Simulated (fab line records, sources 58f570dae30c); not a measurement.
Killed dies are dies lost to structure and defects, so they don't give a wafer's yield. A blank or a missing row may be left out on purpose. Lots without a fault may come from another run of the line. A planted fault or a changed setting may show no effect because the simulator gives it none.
fab line records | flow berkeley_cmos170
record lots=5 wafers=15 last_day=10
route steps=331 shown NLDD@162 SPACER@171 PSD@175 NSD@187 BACKSIDE@199
lots that met no fault: from a run of the same line without faults
start_h: hours from the record's first day to the start of the lot's first wafer shown | wait_h: hours since the lot's step before | " the same as in the row above | L1.1+2: a row that stands for several wafers | - no value, or no start given | * or withheld: withheld | < > ~ a bound
route shown NAME@n: a module of which the file shows steps, and the number in the route of the first | usual: mean/standard deviation of fault-free wafers | same: alike in all rows | chamber/n: place in a boat | sites: the reading at each site | _std_site: their standard deviation | _edge_site: outer sites' mean less inner sites' | radius_mm: how far each site lies from the wafer's centre | mask NAME#n: copy n | behind: the tool/chamber that last shaped the wafer | hold: why the lot was held/for how many hours/how that ended | device: the transistor (n, p or np) that didn't switch | end of line: the same wafers' tests at the end of the route | a step without rows: its recipe alone | killed: dies lost to structure and defects at the first sort, not the wafer's yield | map: a wafer's dies, x killed, . not, _ none there
set.NAME: the setting as run; set.NAME@STEP: as run at that earlier step | model.NAME: the simulator's own value behind a step, which no gauge read
lots at some steps of the route; a table a step, a row a wafer
services: from which hour (start_h, from the record's first day; less than 0 if before it) a tool's chamber was out of use, for how many hours, and why
## steps
# step UCB170_NLDD_PEB_04
# recipe peb_temp_c=130 peb_time_s=withheld resist=KrF
# columns lot.wafer tool chamber start_h wait_h
L075.3+5+6 litho_track-04 0 131.24 0.6
L079.2+4+6 litho_track-01 0 158.59 0.1
L081.2+5+6 litho_track-03 0 161.98 0.6
L083.2+3+4 litho_track-01 0 175.36 0.1
L093.1+5+6 litho_track-03 0 208.50 0.1
# step UCB170_NLDD_DEVELOP_05
# recipe developer=TMAH develop_time_s=45 resist=KrF dev_temp_c=21
# columns lot.wafer tool chamber start_h wait_h
L075.3+5+6 litho_track-04 0 - -
L079.2+4+6 litho_track-01 0 - -
L081.2+5+6 litho_track-03 0 - -
L083.2+3+4 litho_track-01 0 - -
L093.1+5+6 litho_track-03 0 - -
# step UCB170_NLDD_CD_MEAS_06
# recipe target_cd_nm=1200
# usual cd_nm=1200.0/1.5
# columns lot.wafer tool chamber start_h wait_h cd_nm
L075.3 cd_sem-01 - 131.50 - 1200.7
L075.5 " - " " 1200.6
L075.6 " - " " 1199.5
L079.2 cd_sem-01 - 158.86 - 1198.5
L079.4 " - " " 1199.7
L079.6 " - " " 1199.0
L081.2 cd_sem-01 - 162.25 - 1199.1
L081.5 " - " " 1199.2
L081.6 " - " " 1198.9
L083.2 cd_sem-02 - 175.63 - 1200.8
L083.3 " - " " 1201.2
L083.4 " - " " 1200.4
L093.1 cd_sem-01 - 208.78 - 1197.2
L093.5 " - " " 1197.3
L093.6 " - " " 1197.0
# step UCB170_NLDD_OVL_MEAS_07
# usual NLDD_OVL=-2/6
# columns lot.wafer tool chamber start_h wait_h NLDD_OVL[nm]
L075.3 overlay-02 - 131.60 0.1 -17
L075.5 " - " " -16
L075.6 " - " " -6
L079.2 overlay-01 - 158.96 0.1 -14
L079.4 " - " " -11
L079.6 " - " " -3
L081.2 overlay-02 - 162.36 0.1 0
L081.5 " - " " -3
L081.6 " - " " 2
L083.2 overlay-02 - 175.73 0.1 3
L083.3 " - " " 5
L083.4 " - " " 2
L093.1 overlay-01 - 208.90 0.1 7
L093.5 " - " " -1
L093.6 " - " " -1
# step UCB170_NLDD_IMPLANT_08
# recipe species=As dose_cm2=5e+13 energy_kev=29.63 tilt_deg=7 rotation_deg=0
# usual tilt_deg=7.000/0.023
# columns lot.wafer tool chamber start_h wait_h tilt_deg
L075.3 implanter-02 0 131.67 0.1 6.995
L075.5 " 0 " " 6.973
L075.6 " 0 " " 7.005
L079.2 implanter-03 0 159.02 0.0 7.025
L079.4 " 0 " " 6.996
L079.6 " 0 " " 7.011
L081.2 implanter-02 0 162.42 0.0 6.981
L081.5 " 0 " " 6.980
L081.6 " 0 " " 7.006
L083.2 implanter-01 0 175.79 0.0 7.055
L083.3 " 0 " " 7.042
L083.4 " 0 " " 7.063
L093.1 implanter-02 0 208.93 0.0 6.996
L093.5 " 0 " " 7.033
L093.6 " 0 " " 6.996
# step UCB170_NLDD_IMPLANT_09
# recipe species=As dose_cm2=5e+13 energy_kev=30 tilt_deg=7 rotation_deg=180
# usual tilt_deg=7.002/0.022
# columns lot.wafer tool chamber start_h wait_h tilt_deg
L075.3 implanter-02 0 131.82 0.1 7.026
L075.5 " 0 " " 7.011
L075.6 " 0 " " 6.985
L079.2 implanter-03 0 159.17 0.1 7.017
L079.4 " 0 " " 7.019
L079.6 " 0 " " 7.040
L081.2 implanter-02 0 162.57 0.1 7.000
L081.5 " 0 " " 7.023
L081.6 " 0 " " 7.017
L083.2 implanter-01 0 175.94 0.1 6.993
L083.3 " 0 " " 7.002
L083.4 " 0 " " 6.987
L093.1 implanter-02 0 209.08 0.1 7.010
L093.5 " 0 " " 7.006
L093.6 " 0 " " 7.013
# step UCB170_NLDD_STRIP_10
# recipe chemistry=O2 power_w=400 pressure_mtorr=3500 platen_temp_c=withheld o2_flow_sccm=400 overash_fraction=0.5
# usual drypump_motor_current_A=5.6/0.45 oes_product_au=0.734/0.0041 strip_time_to_endpoint_s=21.63/0.062
# columns lot.wafer tool chamber start_h wait_h drypump_motor_current_A oes_product_au rf_hours_counter_h strip_time_to_endpoint_s
L075.3 plasma_asher-01 0 131.95 0.1 5.5 0.736 - 21.62
L075.5 " 1 " " 6.3 0.734 - 21.72
L075.6 " 0 " " 5.5 0.738 - 21.67
L079.2 plasma_asher-02 1 159.29 0.1 5.6 0.733 44 21.56
L079.4 " 1 " " 5.6 0.736 - 21.52
L079.6 " 0 " " 5.7 0.737 - 21.53
L081.2 plasma_asher-02 0 162.69 0.1 5.7 0.731 45 21.57
L081.5 " 0 " " 5.7 0.734 - 21.52
L081.6 " 1 " " 5.6 0.733 - 21.53
L083.2 plasma_asher-01 1 176.06 0.1 6.3 0.724 7 21.63
L083.3 " 0 " " 5.5 0.741 - 21.66
L083.4 " 1 " " 6.3 0.736 - 21.70
L093.1 plasma_asher-03 0 209.23 0.1 4.9 0.737 40 21.67
L093.5 " 0 " " 4.9 0.728 - 21.74
L093.6 " 1 " " 5.6 0.738 - 21.72
# step UCB170_NLDD_TW_MEAS_11
# usual NLDD_TW=2208/16
# columns lot.wafer tool chamber start_h wait_h NLDD_TW
L075.3 film_metro-04 - 132.04 0.1 2193
L075.5 " - " " 2193
L075.6 " - " " 2191
L079.2 film_metro-01 - 159.40 0.1 2223
L079.4 " - " " 2227
L079.6 " - " " 2222
L081.2 film_metro-02 - 162.80 0.1 2212
L081.5 " - " " 2230
L081.6 " - " " 2219
L083.2 film_metro-04 - 176.17 0.1 2190
L083.3 " - " " 2194
L083.4 " - " " 2187
L093.1 film_metro-02 - 209.33 0.1 2228
L093.5 " - " " 2225
L093.6 " - " " 2238
# step UCB170_NLDD_CLEAN_12
# recipe chemistry=SPM temp_c=120 time_s=600
# columns lot.wafer tool chamber start_h wait_h
L075.3+5+6 wet_bench-01 1 134.33 2.3
L079.2+4+6 wet_bench-01 3 159.88 0.5
L081.2+5+6 wet_bench-02 0 162.85 0.0
L083.2+3+4 wet_bench-01 0 176.22 0.0
L093.1+5+6 wet_bench-02 0 209.39 0.1
# step UCB170_SPACER_CVD_00
# recipe material=SiO2 target_thk_nm=376 temp_c=390 precursor=TEOS/O2 time_s=47 rf_w=550 pressure_mtorr=9000
# usual heater_power_w=241/43 susceptor_temp_C=390.00/0.23
# columns lot.wafer tool chamber start_h wait_h heater_power_w susceptor_temp_C
L075.3 pecvd-02 2 134.55 0.0 236 390.04
L075.5 " 2 " " 265 390.17
L075.6 " 0 " " 221 390.17
L079.2 pecvd-03 0 160.06 0.0 321 389.93
L079.4 " 2 " " 200 390.14
L079.6 " 1 " " 250 389.69
L081.2 pecvd-03 1 163.04 0.0 254 390.08
L081.5 " 1 " " 178 390.10
L081.6 " 2 " " 180 389.94
L083.2 pecvd-04 0 176.41 0.0 248 389.94
L083.3 " 1 " " 280 389.77
L083.4 " 0 " " 253 389.57
L093.1 pecvd-04 1 209.57 0.0 270 390.03
L093.5 " 0 " " 245 389.76
L093.6 " 1 " " 276 390.17
# step UCB170_SPACER_THK_MEAS_01
# recipe reads=SiO2_of_SPACER_CVD_00
# usual SPACER_TEOS_THK=376/5.7
# columns lot.wafer tool chamber start_h wait_h SPACER_TEOS_THK[nm]
L075.3 film_metro-01 - 134.61 0.0 371
L075.5 " - " " 376
L075.6 " - " " 377
L079.2 film_metro-03 - 160.11 0.0 378
L079.4 " - " " 385
L079.6 " - " " 380
L081.2 film_metro-01 - 163.09 0.0 379
L081.5 " - " " 384
L081.6 " - " " 385
L083.2 film_metro-03 - 176.47 0.0 376
L083.3 " - " " 365
L083.4 " - " " 378
L093.1 film_metro-03 - 209.61 0.0 371
L093.5 " - " " 386
L093.6 " - " " 375
# step UCB170_SPACER_ANNEAL_02
# recipe temp_c=900 time_s=1763 ambient=N2
# usual tube_center_temp_C_max=902.3/0.41
# columns lot.wafer tool chamber start_h wait_h tube_center_temp_C_max
L075.3 furnace-04 0 136.70 2.1 901.4
L075.5 " 0 " " 902.3
L075.6 " 0 " " 901.8
L079.2 furnace-03 0 161.57 1.5 902.2
L079.4 " 0 " " 902.2
L079.6 " 0 " " 903.3
L081.2 furnace-03 0 167.24 4.1 903.0
L081.5 " 0 " " 902.8
L081.6 " 0 " " 901.8
L083.2 furnace-04 0 180.50 4.0 901.9
L083.3 " 0 " " 901.8
L083.4 " 0 " " 902.3
L093.1 furnace-03 0 210.35 0.7 903.0
L093.5 " 0 " " 902.4
L093.6 " 0 " " 902.3
# step UCB170_SPACER_ETCHBACK_03
# recipe stop_on=Si target=SiO2 chemistry=CHF3/CF4/Ar CHF3_flow_sccm=50 cf4_flow_sccm=10 Ar_flow_sccm=120 pressure_mtorr=200 rf_w=500 target_depth_a=3760 time_s=100
# usual drypump_motor_current_A=5.8/0.51 oes_product_au=0.904/0.013 throttle_valve_pct=6.46/0.092
# columns lot.wafer tool chamber start_h wait_h drypump_motor_current_A oes_product_au rf_hours_counter_h throttle_valve_pct
L075.3 rie_diel-01 0 138.20 0.0 5.4 0.902 111 6.41
L075.5 " 0 " " 5.4 0.907 - 6.39
L075.6 " 1 " " 5.1 0.915 - 6.54
L079.2 rie_diel-01 3 163.07 0.0 5.1 0.907 37 6.54
L079.4 " 0 " " 5.5 0.917 112 6.40
L079.6 " 0 " " 5.5 0.901 - 6.40
L081.2 rie_diel-01 2 168.74 0.0 6.0 0.890 4 6.53
L081.5 " 3 " " 5.1 0.914 - 6.54
L081.6 " 0 " " 5.5 0.920 - 6.40
L083.2 rie_diel-01 3 182.00 0.0 5.1 0.895 37 6.52
L083.3 " 0 " " 5.4 0.891 112 6.39
L083.4 " 2 " " 6.0 0.890 5 6.53
L093.1 rie_diel-02 2 211.85 0.0 6.5 0.906 22 6.46
L093.5 " 0 " " 5.9 0.931 - 6.50
L093.6 " 3 " " 6.4 0.905 - 6.55
# step UCB170_PSD_HMDS_00
# recipe prime_time_s=60 prime_temp_c=100
# columns lot.wafer tool chamber start_h wait_h
L075.3+5+6 litho_track-04 0 138.47 0.2
L079.2+4+6 litho_track-04 0 163.82 0.7
L081.2+5+6 litho_track-02 0 169.28 0.5
L083.2+3+4 litho_track-03 0 182.10 0.1
L093.1+5+6 litho_track-03 0 212.40 0.5
# step UCB170_PSD_COAT_01
# recipe resist=KrF spin_rpm=1500 resist_thk_nm=900
# usual spin_speed_rpm=1499.9/0.89
# columns lot.wafer tool chamber start_h wait_h spin_speed_rpm
L075.3 litho_track-04 0 138.62 0.1 1499.8
L075.5 " 0 " " 1500.7
L075.6 " 0 " " 1500.5
L079.2 litho_track-04 0 163.97 0.1 1500.5
L079.4 " 0 " " 1500.1
L079.6 " 0 " " 1501.4
L081.2 litho_track-02 0 169.43 0.1 1499.0
L081.5 " 0 " " 1500.0
L081.6 " 0 " " 1499.0
L083.2 litho_track-03 0 182.25 0.1 1499.9
L083.3 " 0 " " 1500.4
L083.4 " 0 " " 1498.9
L093.1 litho_track-03 0 212.55 0.1 1499.1
L093.5 " 0 " " 1499.2
L093.6 " 0 " " 1500.4
# step UCB170_PSD_SOFTBAKE_02
# recipe resist=KrF temp_c=130 time_s=60
# columns lot.wafer tool chamber start_h wait_h
L075.3+5+6 litho_track-04 0 138.77 0.1
L079.2+4+6 litho_track-04 0 164.12 0.1
L081.2+5+6 litho_track-02 0 169.58 0.1
L083.2+3+4 litho_track-03 0 182.40 0.1
L093.1+5+6 litho_track-03 0 212.70 0.1
# step UCB170_PSD_EXPOSE_03
# recipe mask_id=PSELECT_MOD na=0.5 sigma_outer=0.6 source_shape=conventional target_cd_nm=1200 dose_mj=30
# same na=0.5
# columns lot.wafer tool chamber start_h wait_h mask
L075.3+5+6 krf_scanner-01 0 139.04 0.2 PSELECT_MOD#0
L079.2+4+6 krf_scanner-01 0 164.52 0.4 PSELECT_MOD#0
L081.2+5+6 krf_scanner-01 0 169.72 0.1 PSELECT_MOD#0
L083.2+3+4 krf_scanner-02 0 182.54 0.1 PSELECT_MOD#0
L093.1+5+6 krf_scanner-02 0 212.98 0.2 PSELECT_MOD#0
# step UCB170_PSD_PEB_04
# recipe peb_temp_c=130 peb_time_s=withheld resist=KrF
# columns lot.wafer tool chamber start_h wait_h
L075.3+5+6 litho_track-04 0 139.47 0.4
L079.2+4+6 litho_track-03 0 164.64 0.1
L081.2+5+6 litho_track-03 0 170.28 0.5
L083.2+3+4 litho_track-02 0 182.66 0.1
L093.1+5+6 litho_track-02 0 213.09 0.1
# step UCB170_PSD_DEVELOP_05
# recipe developer=TMAH develop_time_s=45 resist=KrF dev_temp_c=21
# columns lot.wafer tool chamber start_h wait_h
L075.3+5+6 litho_track-04 0 - -
L079.2+4+6 litho_track-03 0 - -
L081.2+5+6 litho_track-03 0 - -
L083.2+3+4 litho_track-02 0 - -
L093.1+5+6 litho_track-02 0 - -
# step UCB170_PSD_CD_MEAS_06
# recipe target_cd_nm=1200
# usual cd_nm=1200.2/1.7
# columns lot.wafer tool chamber start_h wait_h cd_nm
L075.3 cd_sem-02 - 139.83 - 1202.0
L075.5 " - " " 1202.8
L075.6 " - " " 1203.3
L079.2 cd_sem-02 - 164.91 - 1199.0
L079.4 " - " " 1197.7
L079.6 " - " " 1199.9
L081.2 cd_sem-01 - 170.55 - 1196.4
L081.5 " - " " 1197.8
L081.6 " - " " 1199.3
L083.2 cd_sem-01 - 182.93 - 1200.8
L083.3 " - " " 1201.1
L083.4 " - " " 1200.0
L093.1 cd_sem-01 - 213.37 - 1198.0
L093.5 " - " " 1201.1
L093.6 " - " " 1199.0
# step UCB170_PSD_OVL_MEAS_07
# usual PSD_OVL=0/6.1
# columns lot.wafer tool chamber start_h wait_h PSD_OVL[nm]
L075.3 overlay-02 - 139.92 0.1 3
L075.5 " - " " 1
L075.6 " - " " 4
L079.2 overlay-01 - 165.02 0.1 4
L079.4 " - " " 3
L079.6 " - " " 7
L081.2 overlay-02 - 170.66 0.1 7
L081.5 " - " " 7
L081.6 " - " " 1
L083.2 overlay-01 - 183.04 0.1 5
L083.3 " - " " 9
L083.4 " - " " 3
L093.1 overlay-01 - 213.49 0.1 4
L093.5 " - " " -4
L093.6 " - " " 10
# step UCB170_PSD_IMPLANT_08
# recipe species=B dose_cm2=3e+15 energy_kev=20 tilt_deg=7
# usual tilt_deg=6.997/0.018
# columns lot.wafer tool chamber start_h wait_h tilt_deg
L075.3 implanter-04 0 139.99 0.1 6.982
L075.5 " 0 " " 7.001
L075.6 " 0 " " 6.998
L079.2 implanter-01 0 165.07 0.0 6.996
L079.4 " 0 " " 7.009
L079.6 " 0 " " 7.008
L081.2 implanter-01 0 170.71 0.0 6.981
L081.5 " 0 " " 6.982
L081.6 " 0 " " 6.993
L083.2 implanter-01 0 183.09 0.0 7.011
L083.3 " 0 " " 7.015
L083.4 " 0 " " 6.948
L093.1 implanter-01 0 213.52 0.0 7.030
L093.5 " 0 " " 7.015
L093.6 " 0 " " 7.007
# step UCB170_PSD_STRIP_09
# recipe chemistry=O2 power_w=400 pressure_mtorr=3500 platen_temp_c=withheld o2_flow_sccm=400 overash_fraction=0.5
# usual drypump_motor_current_A=5.6/0.41 oes_product_au=0.600/0.0041 strip_time_to_endpoint_s=29.41/0.079
# columns lot.wafer tool chamber start_h wait_h drypump_motor_current_A oes_product_au rf_hours_counter_h strip_time_to_endpoint_s
L075.3 plasma_asher-02 1 140.13 0.1 5.6 0.596 - 29.28
L075.5 " 0 " " 5.7 0.603 - 29.40
L075.6 " 1 " " 5.6 0.605 - 29.34
L079.2 plasma_asher-04 0 165.20 0.1 4.8 0.603 48 29.47
L079.4 " 1 " " 5.9 0.595 - 29.47
L079.6 " 1 " " 5.9 0.595 - 29.42
L081.2 plasma_asher-04 1 170.84 0.1 5.9 0.594 49 29.43
L081.5 " 1 " " 5.9 0.596 - 29.43
L081.6 " 0 " " 4.8 0.597 - 29.41
L083.2 plasma_asher-04 1 183.22 0.1 5.9 0.600 50 29.50
L083.3 " 0 " " 4.8 0.604 - 29.47
L083.4 " 1 " " 5.9 0.599 - 29.41
L093.1 plasma_asher-01 0 213.67 0.1 5.5 0.592 11 29.52
L093.5 " 1 " " 6.3 0.595 - 29.40
L093.6 " 0 " " 5.5 0.606 - 29.39
# step UCB170_PSD_TW_MEAS_10
# usual PSD_TW=2331/18
# columns lot.wafer tool chamber start_h wait_h PSD_TW
L075.3 film_metro-01 - 140.21 0.1 2328
L075.5 " - " " 2338
L075.6 " - " " 2330
L079.2 film_metro-02 - 165.31 0.1 2345
L079.4 " - " " 2341
L079.6 " - " " 2335
L081.2 film_metro-04 - 170.95 0.1 2296
L081.5 " - " " 2299
L081.6 " - " " 2311
L083.2 film_metro-04 - 183.33 0.1 2302
L083.3 " - " " 2313
L083.4 " - " " 2297
L093.1 film_metro-01 - 213.77 0.1 2338
L093.5 " - " " 2346
L093.6 " - " " 2339
# step UCB170_PSD_CLEAN_11
# recipe chemistry=SPM temp_c=120 time_s=600
# columns lot.wafer tool chamber start_h wait_h
L075.3+5+6 wet_bench-04 2 142.05 1.8
L079.2+4+6 wet_bench-03 0 166.57 1.2
L081.2+5+6 wet_bench-03 3 171.00 0.0
L083.2+3+4 wet_bench-04 2 183.75 0.4
L093.1+5+6 wet_bench-03 0 214.25 0.5
# step UCB170_NSD_HMDS_00
# recipe prime_time_s=60 prime_temp_c=100
# columns lot.wafer tool chamber start_h wait_h
L075.3+5+6 litho_track-02 0 142.28 0.1
L079.2+4+6 litho_track-01 0 167.04 0.3
L081.2+5+6 litho_track-02 0 171.40 0.2
L083.2+3+4 litho_track-01 0 183.95 0.0
L093.1+5+6 litho_track-01 0 214.89 0.5
# step UCB170_NSD_COAT_01
# recipe resist=KrF spin_rpm=1500 resist_thk_nm=900
# usual spin_speed_rpm=1500.0/0.83
# columns lot.wafer tool chamber start_h wait_h spin_speed_rpm
L075.3 litho_track-02 0 142.43 0.1 1499.5
L075.5 " 0 " " 1499.3
L075.6 " 0 " " 1500.9
L079.2 litho_track-01 0 167.19 0.1 1498.8
L079.4 " 0 " " 1501.2
L079.6 " 0 " " 1501.3
L081.2 litho_track-02 0 171.55 0.1 1499.8
L081.5 " 0 " " 1500.1
L081.6 " 0 " " 1498.4
L083.2 litho_track-01 0 184.10 0.1 1500.6
L083.3 " 0 " " 1499.3
L083.4 " 0 " " 1499.9
L093.1 litho_track-01 0 215.04 0.1 1499.0
L093.5 " 0 " " 1499.2
L093.6 " 0 " " 1499.7
# step UCB170_NSD_SOFTBAKE_02
# recipe resist=KrF temp_c=130 time_s=57.15
# columns lot.wafer tool chamber start_h wait_h
L075.3+5+6 litho_track-02 0 142.58 0.1
L079.2+4+6 litho_track-01 0 167.34 0.1
L081.2+5+6 litho_track-02 0 171.70 0.1
L083.2+3+4 litho_track-01 0 184.25 0.1
L093.1+5+6 litho_track-01 0 215.19 0.1
# step UCB170_NSD_EXPOSE_03
# recipe mask_id=NSELECT_MOD na=0.5 sigma_outer=0.6 source_shape=conventional target_cd_nm=1200 dose_mj=30
# same na=0.5
# columns lot.wafer tool chamber start_h wait_h mask
L075.3+5+6 krf_scanner-01 0 142.83 0.2 NSELECT_MOD#0
L079.2+4+6 krf_scanner-02 0 167.49 0.1 NSELECT_MOD#0
L081.2+5+6 krf_scanner-02 0 171.84 0.1 NSELECT_MOD#0
L083.2+3+4 krf_scanner-01 0 184.52 0.2 NSELECT_MOD#0
L093.1+5+6 krf_scanner-02 0 215.51 0.3 NSELECT_MOD#0
# step UCB170_NSD_PEB_04
# recipe peb_temp_c=130 peb_time_s=withheld resist=KrF
# columns lot.wafer tool chamber start_h wait_h
L075.3+5+6 litho_track-03 0 143.63 0.8
L079.2+4+6 litho_track-01 0 167.61 0.1
L081.2+5+6 litho_track-03 0 172.04 0.2
L083.2+3+4 litho_track-03 0 184.64 0.1
L093.1+5+6 litho_track-03 0 215.63 0.1
# step UCB170_NSD_DEVELOP_05
# recipe developer=TMAH develop_time_s=45 resist=KrF dev_temp_c=21
# columns lot.wafer tool chamber start_h wait_h
L075.3+5+6 litho_track-03 0 - -
L079.2+4+6 litho_track-01 0 - -
L081.2+5+6 litho_track-03 0 - -
L083.2+3+4 litho_track-03 0 - -
L093.1+5+6 litho_track-03 0 - -
# step UCB170_NSD_CD_MEAS_06
# recipe target_cd_nm=1200
# usual cd_nm=1199.9/1.4
# columns lot.wafer tool chamber start_h wait_h cd_nm
L075.3 cd_sem-02 - 143.89 - 1201.6
L075.5 " - " " 1199.7
L075.6 " - " " 1201.0
L079.2 cd_sem-02 - 167.94 - 1201.1
L079.4 " - " " 1200.9
L079.6 " - " " 1201.3
L081.2 cd_sem-02 - 172.31 - 1198.6
L081.5 " - " " 1200.5
L081.6 " - " " 1201.0
L083.2 cd_sem-01 - 184.91 - 1199.4
L083.3 " - " " 1198.9
L083.4 " - " " 1199.1
L093.1 cd_sem-01 - 215.90 - 1200.6
L093.5 " - " " 1199.2
L093.6 " - " " 1199.0
# step UCB170_NSD_OVL_MEAS_07
# usual NSD_OVL=-2/4.8
# columns lot.wafer tool chamber start_h wait_h NSD_OVL[nm]
L075.3 overlay-02 - 143.98 0.1 0
L075.5 " - " " 0
L075.6 " - " " -4
L079.2 overlay-02 - 168.05 0.1 -7
L079.4 " - " " -7
L079.6 " - " " -10
L081.2 overlay-02 - 172.42 0.1 -1
L081.5 " - " " 4
L081.6 " - " " -2
L083.2 overlay-01 - 185.02 0.1 0
L083.3 " - " " -4
L083.4 " - " " -4
L093.1 overlay-02 - 216.02 0.1 -1
L093.5 " - " " -7
L093.6 " - " " -4
# step UCB170_NSD_IMPLANT_08
# recipe species=P dose_cm2=3e+15 energy_kev=40 tilt_deg=7
# usual tilt_deg=7.002/0.019
# columns lot.wafer tool chamber start_h wait_h tilt_deg
L075.3 implanter-04 0 144.06 0.1 7.007
L075.5 " 0 " " 7.006
L075.6 " 0 " " 7.036
L079.2 implanter-03 0 168.10 0.0 7.003
L079.4 " 0 " " 6.969
L079.6 " 0 " " 7.016
L081.2 implanter-04 0 172.47 0.0 6.982
L081.5 " 0 " " 6.964
L081.6 " 0 " " 7.018
L083.2 implanter-04 0 185.08 0.0 7.019
L083.3 " 0 " " 6.987
L083.4 " 0 " " 7.016
L093.1 implanter-02 0 216.06 0.0 7.006
L093.5 " 0 " " 6.982
L093.6 " 0 " " 6.988
# step UCB170_NSD_STRIP_09
# recipe chemistry=O2 power_w=400 pressure_mtorr=3500 platen_temp_c=withheld o2_flow_sccm=400 overash_fraction=0.5
# usual drypump_motor_current_A=5.4/0.43 oes_product_au=0.534/0.0048 strip_time_to_endpoint_s=35.85/0.068
# columns lot.wafer tool chamber start_h wait_h drypump_motor_current_A oes_product_au rf_hours_counter_h strip_time_to_endpoint_s
L075.3 plasma_asher-02 0 144.19 0.1 5.7 0.531 - 35.91
L075.5 " 1 " " 5.6 0.539 - 35.99
L075.6 " 0 " " 5.7 0.540 - 35.90
L079.2 plasma_asher-04 0 168.23 0.1 4.8 0.537 49 35.80
L079.4 " 0 " " 4.8 0.528 - 35.86
L079.6 " 1 " " 5.9 0.537 - 35.89
L081.2 plasma_asher-04 0 172.60 0.1 4.8 0.535 49 35.96
L081.5 " 1 " " 5.9 0.536 - 35.92
L081.6 " 0 " " 4.8 0.533 - 35.95
L083.2 plasma_asher-04 1 185.20 0.1 5.9 0.530 51 35.91
L083.3 " 1 " " 5.9 0.538 - 35.97
L083.4 " 0 " " 4.8 0.531 - 35.96
L093.1 plasma_asher-02 0 216.21 0.1 5.7 0.535 50 35.68
L093.5 " 1 " " 5.6 0.535 - 35.75
L093.6 " 0 " " 5.7 0.533 - 35.82
# step UCB170_NSD_TW_MEAS_10
# usual NSD_TW=4188/36
# columns lot.wafer tool chamber start_h wait_h NSD_TW
L075.3 film_metro-04 - 144.28 0.1 4185
L075.5 " - " " 4154
L075.6 " - " " 4177
L079.2 film_metro-04 - 168.35 0.1 4128
L079.4 " - " " 4145
L079.6 " - " " 4137
L081.2 film_metro-01 - 172.71 0.1 4230
L081.5 " - " " 4228
L081.6 " - " " 4202
L083.2 film_metro-01 - 185.31 0.1 4223
L083.3 " - " " 4260
L083.4 " - " " 4241
L093.1 film_metro-01 - 216.31 0.1 4211
L093.5 " - " " 4187
L093.6 " - " " 4167
# step UCB170_NSD_CLEAN_11
# recipe chemistry=SPM temp_c=120 time_s=600
# columns lot.wafer tool chamber start_h wait_h
L075.3+5+6 wet_bench-03 3 144.32 0.0
L079.2+4+6 wet_bench-01 2 168.55 0.2
L081.2+5+6 wet_bench-02 0 172.76 0.0
L083.2+3+4 wet_bench-02 1 185.36 0.0
L093.1+5+6 wet_bench-02 3 216.47 0.2
# step UCB170_BACKSIDE_HMDS_00
# recipe prime_time_s=60 prime_temp_c=100
# columns lot.wafer tool chamber start_h wait_h
L075.3+5+6 litho_track-04 0 144.72 0.2
L079.2+4+6 litho_track-01 0 169.07 0.3
L081.2+5+6 litho_track-04 0 172.96 0.0
L083.2+3+4 litho_track-02 0 186.09 0.3
L093.1+5+6 litho_track-02 0 216.65 0.0
# step UCB170_BACKSIDE_COAT_01
# recipe resist=KrF spin_rpm=1500 resist_thk_nm=900
# usual spin_speed_rpm=1499.9/1
# columns lot.wafer tool chamber start_h wait_h spin_speed_rpm
L075.3 litho_track-04 0 144.87 0.1 1499.1
L075.5 " 0 " " 1499.2
L075.6 " 0 " " 1499.3
L079.2 litho_track-01 0 169.22 0.1 1500.9
L079.4 " 0 " " 1501.5
L079.6 " 0 " " 1501.0
L081.2 litho_track-04 0 173.11 0.1 1498.0
L081.5 " 0 " " 1498.2
L081.6 " 0 " " 1500.1
L083.2 litho_track-02 0 186.24 0.1 1501.5
L083.3 " 0 " " 1500.5
L083.4 " 0 " " 1499.3
L093.1 litho_track-02 0 216.80 0.1 1500.9
L093.5 " 0 " " 1500.4
L093.6 " 0 " " 1501.4
# step UCB170_BACKSIDE_SOFTBAKE_02
# recipe resist=KrF temp_c=130 time_s=60
# columns lot.wafer tool chamber start_h wait_h
L075.3+5+6 litho_track-04 0 145.02 0.1
L079.2+4+6 litho_track-01 0 169.37 0.1
L081.2+5+6 litho_track-04 0 173.26 0.1
L083.2+3+4 litho_track-02 0 186.39 0.1
L093.1+5+6 litho_track-02 0 216.95 0.1
# step UCB170_BACKSIDE_STRIP_03
# recipe chemistry=O2 power_w=400 pressure_mtorr=3500 platen_temp_c=withheld o2_flow_sccm=400 overash_fraction=0.5
# usual drypump_motor_current_A=5.4/0.51 oes_product_au=0.735/0.0047 strip_time_to_endpoint_s=21.99/0.05
# columns lot.wafer tool chamber start_h wait_h drypump_motor_current_A oes_product_au rf_hours_counter_h strip_time_to_endpoint_s
L075.3 plasma_asher-03 0 145.15 0.1 4.9 0.742 - 21.96
L075.5 " 0 " " 4.9 0.733 - 21.97
L075.6 " 1 " " 5.7 0.732 - 21.95
L079.2 plasma_asher-03 0 169.49 0.1 4.9 0.738 36 22.00
L079.4 " 1 " " 5.7 0.737 - 21.88
L079.6 " 0 " " 4.9 0.741 - 22.06
L081.2 plasma_asher-03 0 173.38 0.1 4.9 0.733 37 22.08
L081.5 " 0 " " 4.9 0.735 - 21.99
L081.6 " 1 " " 5.7 0.733 - 22.10
L083.2 plasma_asher-03 0 186.52 0.1 4.9 0.733 38 22.07
L083.3 " 1 " " 5.7 0.745 - 21.99
L083.4 " 0 " " 4.9 0.741 - 22.00
L093.1 plasma_asher-04 1 217.10 0.1 5.9 0.740 54 21.97
L093.5 " 1 " " 5.9 0.738 - 21.96
L093.6 " 0 " " 4.8 0.736 - 21.88
# step UCB170_BACKSIDE_CLEAN_04
# recipe chemistry=SPM temp_c=120 time_s=600
# columns lot.wafer tool chamber start_h wait_h
L075.3+5+6 wet_bench-03 1 145.35 0.2
L079.2+4+6 wet_bench-02 3 169.59 0.1
L081.2+5+6 wet_bench-04 0 173.48 0.1
L083.2+3+4 wet_bench-03 3 186.62 0.1
L093.1+5+6 wet_bench-02 2 217.35 0.2
## services
# columns tool chamber start_h hours kind
plasma_asher-01 - 108.75 9.0 pm
plasma_asher-03 - 109.95 6.8 repair
krf_scanner-02 - 110.59 0.3 repair
pecvd-03 - 113.76 0.7 repair
krf_scanner-01 - 114.10 0.8 pm
krf_scanner-02 - 115.66 1.1 repair
implanter-02 - 116.41 2.7 pm
furnace-04 - 120.92 4.0 pm
krf_scanner-01 - 124.83 1.3 pm
pecvd-03 - 133.21 2.8 pm
pecvd-04 2 134.37 1.8 repair
implanter-01 - 136.88 7.2 pm
rie_diel-01 0 140.39 6.4 repair
krf_scanner-02 - 156.34 1.3 pm
implanter-02 - 162.69 15.0 pm
rie_diel-02 0 164.85 27.0 repair
implanter-04 - 183.02 1.8 repair
implanter-02 - 190.55 6.3 repair
rie_diel-02 3 203.34 6.8 repair
furnace-03 - 204.56 4.5 pm
krf_scanner-02 - 208.04 4.0 pm
rie_diel-01 3 212.34 7.7 repair
rie_diel-01 - 215.04 2.8 pm
implanter-03 - 217.24 12.2 pm
## key
fault none
